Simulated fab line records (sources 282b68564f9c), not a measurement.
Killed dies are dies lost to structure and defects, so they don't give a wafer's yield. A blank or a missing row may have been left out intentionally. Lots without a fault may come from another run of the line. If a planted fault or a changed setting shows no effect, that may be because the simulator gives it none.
Commonality check across tools | flow ritCmos | 14 lots, 42 wafers sampled

## REASON FOR OPENING
2 of 14 lots carry a flag on the reading CONTACT_OVL at RIT_CONTACT_OVL_MEAS_09. Wafers without a fault read 1.0 nm, standard deviation 1.7.
Rule: a lot is flagged in two cases, either no wafer of it has a number, or all its wafers with numbers fall more than 4 standard deviations from that mean. The other lots count as sound.

lot  | measured    | on         | CONTACT_OVL (nm), wafer by wafer | flag
L510 | day 3 20:53 | overlay-01 | 3.4 2.9 4.2                      | 
L512 | day 4 06:01 | overlay-02 | 0.5 1.3 0.1                      | 
L513 | day 4 09:32 | overlay-02 | 1.4 2.5 0.3                      | 
L514 | day 4 14:30 | overlay-02 | -2.3 -0.7 0.4                    | 
L515 | day 4 21:05 | overlay-02 | 0.2 0.9 1.9                      | 
L516 | day 5 01:21 | overlay-01 | -1.7 -0.1 0.9                    | 
L517 | day 5 05:42 | overlay-01 | -0.2 -0.3 -2.0                   | 
L518 | day 5 11:01 | overlay-01 | 2.3 2.2 2.2                      | 
L519 | day 5 16:21 | overlay-02 | 0.7 2.5 0.5                      | 
L520 | day 5 21:36 | overlay-02 | -2.9 -2.0 -1.2                   | 
L521 | day 6 04:23 | overlay-02 | 0.4 -0.5 1.2                     | 
L526 | day 7 07:30 | overlay-01 | -149.7 -150.8 -151.4             | FLAGGED
L528 | day 7 15:47 | overlay-01 | -149.4 -148.2 -147.2             | FLAGGED
L530 | day 7 23:28 | overlay-02 | 2.9 2.0 1.3                      | 
Average over the flagged lots: -149.4 nm; offset from the usual -150.4 nm, equal to -88 standard deviations.

## LOT BY LOT: THE TOOL USED
The record keeps 1 process step preceding the reading, out of 202 steps on the route. Cell contents, in order: the tool; ch with the chambers the sampled wafers went through; the start.
lot  | flag    | RIT_CONTACT_EXPOSE_05
L510 |         | ilineStepper-02 ch 0, day 3 20:15
L512 |         | ilineStepper-01 ch 0, day 4 05:24
L513 |         | ilineStepper-02 ch 0, day 4 08:55
L514 |         | ilineStepper-02 ch 0, day 4 13:53
L515 |         | ilineStepper-02 ch 0, day 4 20:27
L516 |         | ilineStepper-02 ch 0, day 5 00:44
L517 |         | ilineStepper-01 ch 0, day 5 05:04
L518 |         | ilineStepper-02 ch 0, day 5 10:19
L519 |         | ilineStepper-01 ch 0, day 5 15:44
L520 |         | ilineStepper-01 ch 0, day 5 20:58
L521 |         | ilineStepper-01 ch 0, day 6 03:47
L526 | FLAGGED | ilineStepper-02 ch 0, day 7 06:53
L528 | FLAGGED | ilineStepper-02 ch 0, day 7 15:08
L530 |         | ilineStepper-01 ch 0, day 7 22:52
What is done by these steps:
- RIT_CONTACT_EXPOSE_05: exposes mask M11, target cd 1000 nm.
- RIT_CONTACT_OVL_MEAS_09

## FLAGGED OVER TOTAL, TOOL BY TOOL (the gauges that took the reading come last)
step                    | tool            | lots run | flagged | share of the flagged lots | sound lots run after its first flagged lot
RIT_CONTACT_EXPOSE_05   | ilineStepper-01 | 6        | 0       | none                      | -
RIT_CONTACT_EXPOSE_05   | ilineStepper-02 | 8        | 2       | all                       | 0
RIT_CONTACT_OVL_MEAS_09 | overlay-01      | 6        | 2       | all                       | 0
RIT_CONTACT_OVL_MEAS_09 | overlay-02      | 8        | 0       | none                      | -

## WHAT THE TABLE PERMITS
ilineStepper-02 at RIT_CONTACT_EXPOSE_05 and overlay-01 at RIT_CONTACT_OVL_MEAS_09 are the 2 rows of the table that ran each flagged lot.
- ilineStepper-02 at RIT_CONTACT_EXPOSE_05 ran 8 lots, 2 of them flagged. A fault beginning between L518 (day 5 10:19), its last sound lot, and L526 (day 7 06:53), its first flagged one, fits the data.
- overlay-01 at RIT_CONTACT_OVL_MEAS_09 ran 6 lots, 2 of them flagged. A fault beginning between L518 (day 5 11:01), its last sound lot, and L526 (day 7 07:30), its first flagged one, fits the data.
These 2 tools cannot be told apart by counting lots, since each of them fits a fault that started at some hour. More lots, or a look at what each step does to the wafer, might.

## WHAT WAS PUT IN BY THE SIMULATOR
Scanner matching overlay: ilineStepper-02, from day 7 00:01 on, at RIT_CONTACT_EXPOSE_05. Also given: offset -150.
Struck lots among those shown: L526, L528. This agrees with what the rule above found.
